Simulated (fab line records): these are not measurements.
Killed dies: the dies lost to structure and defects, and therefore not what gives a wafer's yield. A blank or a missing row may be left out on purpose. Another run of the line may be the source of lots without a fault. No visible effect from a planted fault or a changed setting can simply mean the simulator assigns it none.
Which tool did it? :: flow ritCmos :: Sampling: 13 lots, 39 wafers, 2 of 202 route steps

WHAT THE GAUGES READ, wafer by wafer
Not one reading of a measure or inspect step in the record can be checked against a usual standard deviation.

EACH LOT AND THE TOOL THAT RAN IT (in order: tool; ch and the chambers of the sampled wafers; start)
lot: L928
RIT_PSD_STRIP_09: plasmaAsher-04 ch 0,1, day 3 07:30
RIT_M1_PROBE_99: -

lot: L929
RIT_PSD_STRIP_09: plasmaAsher-01 ch 0,1, day 3 10:20
RIT_M1_PROBE_99: -

lot: L930
RIT_PSD_STRIP_09: plasmaAsher-01 ch 0, day 3 13:19
RIT_M1_PROBE_99: -

lot: L933
RIT_PSD_STRIP_09: plasmaAsher-03 ch 0, day 4 06:06
RIT_M1_PROBE_99: prober-02, day 4 14:26

lot: L941
RIT_PSD_STRIP_09: plasmaAsher-01 ch 0,1, day 6 01:52
RIT_M1_PROBE_99: -

lot: L942
RIT_PSD_STRIP_09: plasmaAsher-04 ch 0,1, day 6 06:11
RIT_M1_PROBE_99: -

lot: L943
RIT_PSD_STRIP_09: plasmaAsher-01 ch 0,1, day 6 09:27
RIT_M1_PROBE_99: -

lot: L944
RIT_PSD_STRIP_09: plasmaAsher-04 ch 0,1, day 6 15:07
RIT_M1_PROBE_99: -

lot: L945
RIT_PSD_STRIP_09: plasmaAsher-03 ch 0,1, day 6 20:11
RIT_M1_PROBE_99: -

lot: L946
RIT_PSD_STRIP_09: plasmaAsher-03 ch 0,1, day 7 00:07
RIT_M1_PROBE_99: -

lot: L947
RIT_PSD_STRIP_09: plasmaAsher-03 ch 0,1, day 7 06:02
RIT_M1_PROBE_99: -

lot: L948
RIT_PSD_STRIP_09: plasmaAsher-01 ch 0,1, day 7 12:16
RIT_M1_PROBE_99: -

lot: L949
RIT_PSD_STRIP_09: plasmaAsher-01 ch 0, day 7 17:24
RIT_M1_PROBE_99: -
- RIT_PSD_STRIP_09: strips in O2, time 180 s.
- RIT_M1_PROBE_99

WHAT THE TOOLS THEMSELVES READ (means of the sampled wafers that have a number; where no wafer has one, the mark that the record gives instead)
RIT_PSD_STRIP_09. Usual: drypumpMotorCurrentA 5.7 A, standard deviation 0.43; runLengthS 208.4 s, standard deviation 0.4.
lot: L928
tool: plasmaAsher-04
drypumpMotorCurrentA (A): 6.2
runLengthS (s): 208.5
flag: 

lot: L929
tool: plasmaAsher-01
drypumpMotorCurrentA (A): 5.3
runLengthS (s): 208.1
flag: 

lot: L930
tool: plasmaAsher-01
drypumpMotorCurrentA (A): 5.6
runLengthS (s): 208.5
flag: 

lot: L933
tool: plasmaAsher-03
drypumpMotorCurrentA (A): 5.7
runLengthS (s): 117.3
flag: OFF

lot: L941
tool: plasmaAsher-01
drypumpMotorCurrentA (A): 5.5
runLengthS (s): 208.1
flag: 

lot: L942
tool: plasmaAsher-04
drypumpMotorCurrentA (A): 6.4
runLengthS (s): 208.6
flag: 

lot: L943
tool: plasmaAsher-01
drypumpMotorCurrentA (A): 5.3
runLengthS (s): 208.0
flag: 

lot: L944
tool: plasmaAsher-04
drypumpMotorCurrentA (A): 6.2
runLengthS (s): 208.5
flag: 

lot: L945
tool: plasmaAsher-03
drypumpMotorCurrentA (A): 5.6
runLengthS (s): 208.6
flag: 

lot: L946
tool: plasmaAsher-03
drypumpMotorCurrentA (A): 5.6
runLengthS (s): 208.9
flag: 

lot: L947
tool: plasmaAsher-03
drypumpMotorCurrentA (A): 5.6
runLengthS (s): 208.6
flag: 

lot: L948
tool: plasmaAsher-01
drypumpMotorCurrentA (A): 5.5
runLengthS (s): 208.3
flag: 

lot: L949
tool: plasmaAsher-01
drypumpMotorCurrentA (A): 5.7
runLengthS (s): 208.3
flag: 

RIT_M1_PROBE_99. Usual: killedAtContacts 0.1, standard deviation 0.23; killedAtFrontEnd 6.7, standard deviation 2.7; killedDies 6.7, standard deviation 2.7; killedOnRim 1.8, standard deviation 1.2; killedOpen 3.2, standard deviation 1.8; killedShort 3.5, standard deviation 1.9.
lot: L933
tool: prober-02
killedAtContacts: 0.0
killedAtFrontEnd: 264.0
killedDies: 264.0
killedOnRim: 70.0
killedOpen: 3.0
killedShort: 3.0
flag: OFF

THE ANSWER, worked out from the rows above alone
Rule: a lot is off if the mean of its wafers that have a number lies more than 3 standard deviations from the usual mean. Also off: a lot with no number at a reading for which 4 or more lots have one. All remaining lots with rows at the step are treated as sound. The gauges are gone through in route order, then the tools' own readings, and for those a lot's mean is taken as printed above. At the first step where some lot is off, the reading lying furthest off is the one used; lots without a number count as furthest.
Off at RIT_PSD_STRIP_09 (runLengthS): L933.
If a tool, at that step or one of the process steps before it, ran each lot that is off and ran no sound lot following the first of them, it fits. No candidate that was tried fits.

WHAT WAS PUT IN BY THE SIMULATOR
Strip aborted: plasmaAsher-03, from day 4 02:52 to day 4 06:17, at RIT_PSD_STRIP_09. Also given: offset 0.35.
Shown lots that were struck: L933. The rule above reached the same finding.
